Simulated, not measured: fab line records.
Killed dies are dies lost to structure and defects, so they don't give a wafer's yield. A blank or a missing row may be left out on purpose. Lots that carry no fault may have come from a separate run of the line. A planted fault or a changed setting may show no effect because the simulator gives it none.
Matching of chambers    flow berkeley-cmos170    UCB170_V1_CVD_00 on pecvd-03: 3 sister chambers
The step deposits SiO2 from TEOS/O2, target thk 2000 nm, time 250 s. 18 wafers are shown with their chamber, then 9 later ones without.

EACH WAFER AND ITS CHAMBER
wafer   chamber  heater-power-w (W)
L079.1  0        294
L079.3  1        287
L079.5  0        218
L081.3  1        259
L081.5  0        216
L081.6  1        305
L084.3  0        247
L084.4  1        307
L084.6  0        317
L087.2  0        301
L087.3  2        215
L087.5  2        282
L089.1  0        228
L089.2  1        241
L089.3  2        232
L089.4  0        300
L089.5  1        305
L089.6  2        281

SIGNATURES (means of the wafers above)
reading         chamber 0  chamber 1  chamber 2  scatter within a chamber
heater-power-w  265.12     284.00     252.50     36.3
Rule: a wafer's distance from a chamber is the root of the sum, over the readings, of the square of ((its reading less the chamber's mean) divided by the reading's scatter). If the next closest chamber is less than 2 further off than the closest, the wafer can't be placed; otherwise it belongs to the closest. The scatter: take each reading less its chamber's mean, square it, sum over the shown wafers, divide by the number of wafers less the number of chambers, and take the root.

WAFERS WITH NO CHAMBER GIVEN
wafer   heater-power-w (W)
L091.3  288
L091.4  218
L091.5  211
L093.1  203
L093.2  246
L093.5  293
L097.1  247
L097.2  268
L097.6  217

WHICH CHAMBER EACH ONE RAN IN
wafer   from the rows above           in truth
L091.3  can't be placed: 1 or 0 or 2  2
L091.4  can't be placed: 2 or 0 or 1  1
L091.5  can't be placed: 2 or 0 or 1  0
L093.1  can't be placed: 2 or 0 or 1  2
L093.2  can't be placed: 2 or 0 or 1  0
L093.5  can't be placed: 1 or 0 or 2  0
L097.1  can't be placed: 2 or 0 or 1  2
L097.2  can't be placed: 0 or 2 or 1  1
L097.6  can't be placed: 2 or 0 or 1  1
Correctly placed: 0 of 9. Cannot be placed on the basis of these rows: 9; the candidates contain the true chamber in 9. Placed wrongly: 0.
